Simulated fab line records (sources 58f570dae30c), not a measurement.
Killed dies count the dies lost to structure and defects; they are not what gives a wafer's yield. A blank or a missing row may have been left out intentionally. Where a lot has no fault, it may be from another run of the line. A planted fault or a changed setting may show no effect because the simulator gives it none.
Comparing a struck lot with a sound one + flow berkeley_cmos170 + 5 out of 331 route steps
Sound: wafers L253.2, L253.5, L253.6. Wafers struck: L261.1, L261.2, L261.6. Last of all comes the cause.
Each step with rows lists, per side, the tool, then ch with its chambers, then its first start. Under that, the readings that differ: sound wafers + struck wafers + difference of the means + sigmas: that difference in standard deviations of wafers without a fault.
alike: a reading whose means differ by less than 2 such deviations, as well as words and numbers matching on both sides. not compared: withheld readings; readings where some wafer has no value; bounds like >300 that might hide an equal value; numbers whose values overlap and for which the record gives no deviation.
Wherever a step has rows on one side only, a row that says differs or no value, or a row with sigmas, the two part there. Numbers that have no deviation but don't overlap get no sigmas and don't part them. Lack of a reading on every wafer of one side parts them only where that side has two or more wafers.

UCB170_START_BOW_MEAS_00:
  sound: film_metro-03 at day 1 15:01; struck: film_metro-03 at day 3 07:00
  alike: INCOMING_BOW
then, 2 steps without rows for these wafers: UCB170_START_CLEAN_01 (cleans in dHF, time 60 s); UCB170_START_OXIDATION_02 (target thk 20 nm, ox time 1800 s).
UCB170_START_THK_MEAS_03:
  sound: film_metro-03 at day 1 20:16; struck: film_metro-01 at day 3 14:22
  alike: START_OXIDE_THK
UCB170_START_ANNEAL_04: time 1200 s.
  sound on furnace-02 ch 0, day 2 03:02; struck on furnace-02, day 3 19:10
  no value came back on the struck wafers for any of 5 readings (spike_tc_centre_C (C), spike_tc_load_C (C) and others); on the sound wafers spike_tc_centre_C (C) reads 953.9 954.0 951.9

WHERE THEY PART
Only at UCB170_START_ANNEAL_04, as far as this record shows.

WHY: what the simulator had put in
Skipped step whole: furnace-02, from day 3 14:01 on, at UCB170_START_ANNEAL_04. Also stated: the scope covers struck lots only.
